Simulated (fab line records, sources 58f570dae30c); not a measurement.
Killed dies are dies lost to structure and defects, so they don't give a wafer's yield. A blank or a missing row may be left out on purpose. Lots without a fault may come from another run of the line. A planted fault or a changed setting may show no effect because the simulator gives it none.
One fault seen from 2 desks | flow berkeley_cmos170 | each desk has only its own numbers; what lay behind them comes last

THE METROLOGY DESK
What the gauges read, lot by lot, whatever tool the lot ran on: means of the sampled wafers that have a number. A lot is out of limits, marked OUT, if its mean lies more than 4 standard deviations from the usual mean; the brackets give that distance.
Columns: A = cd_nm at UCB170_M1_CD_MEAS_90, usual 700 nm; B = cd_nm at UCB170_M2_CD_MEAS_15, usual 700.5 nm
lot  | first seen here | A   | B
L591 | day 9 05:49     | 695 | 699.9
L594 | day 10 02:41    | 700 | 702.3
L595 | day 10 03:00    | 702 | 700.5
L592 | day 10 04:34    | 694 | 701.3
L593 | day 10 04:56    | 700 | 700.1
L597 | day 10 20:02    | 700 | 700.5
L599 | day 11 18:11    | 698 | 699.7
L598 | day 11 18:34    | 703 | 701.4
L609 | day 13 23:42    | 701 | 698.6
L610 | day 14 14:21    | 697 | 700.5
L611 | day 14 15:44    | 699 | 700.3
L613 | day 14 15:50    | 702 | 699.7
L612 | day 14 18:16    | 697 | 699.0
This desk's finding: nothing out of limits on any of the 13 lots.

THE TOOL OWNER'S DESK: rie_diel-01
The tool's own readings at UCB170_V1_ETCH_14 (etches SiO2 in CHF3/CF4/Ar, stops on Al, target depth 1250 nm, time 291 s): means of the sampled wafers that have a number, for each lot that ran on this tool. A lot is out of limits, marked OUT, if its mean lies more than 4 standard deviations from the usual mean; the brackets give that distance.
Columns: A = drypump_motor_current_A at UCB170_V1_ETCH_14, usual 5.7 A; B = oes_product_au at UCB170_V1_ETCH_14, usual 0.876 a.u.; C = throttle_valve_pct at UCB170_V1_ETCH_14, usual 6.97 %
lot  | first seen here | A   | B     | C
L593 | day 10 09:52    | 5.6 | 0.885 | 6.95
L597 | day 11 02:10    | 5.6 | 0.876 | 6.95
L598 | day 11 23:59    | 5.7 | 0.878 | 6.93
L612 | day 14 23:06    | 5.8 | 0.878 | 6.92
This desk's finding: nothing out of limits on any of the 4 lots.

PUT TOGETHER
The metrology desk saw nothing out of limits.
The tool owner's desk saw nothing out of limits.

WHAT THE SIMULATOR HAD PUT IN
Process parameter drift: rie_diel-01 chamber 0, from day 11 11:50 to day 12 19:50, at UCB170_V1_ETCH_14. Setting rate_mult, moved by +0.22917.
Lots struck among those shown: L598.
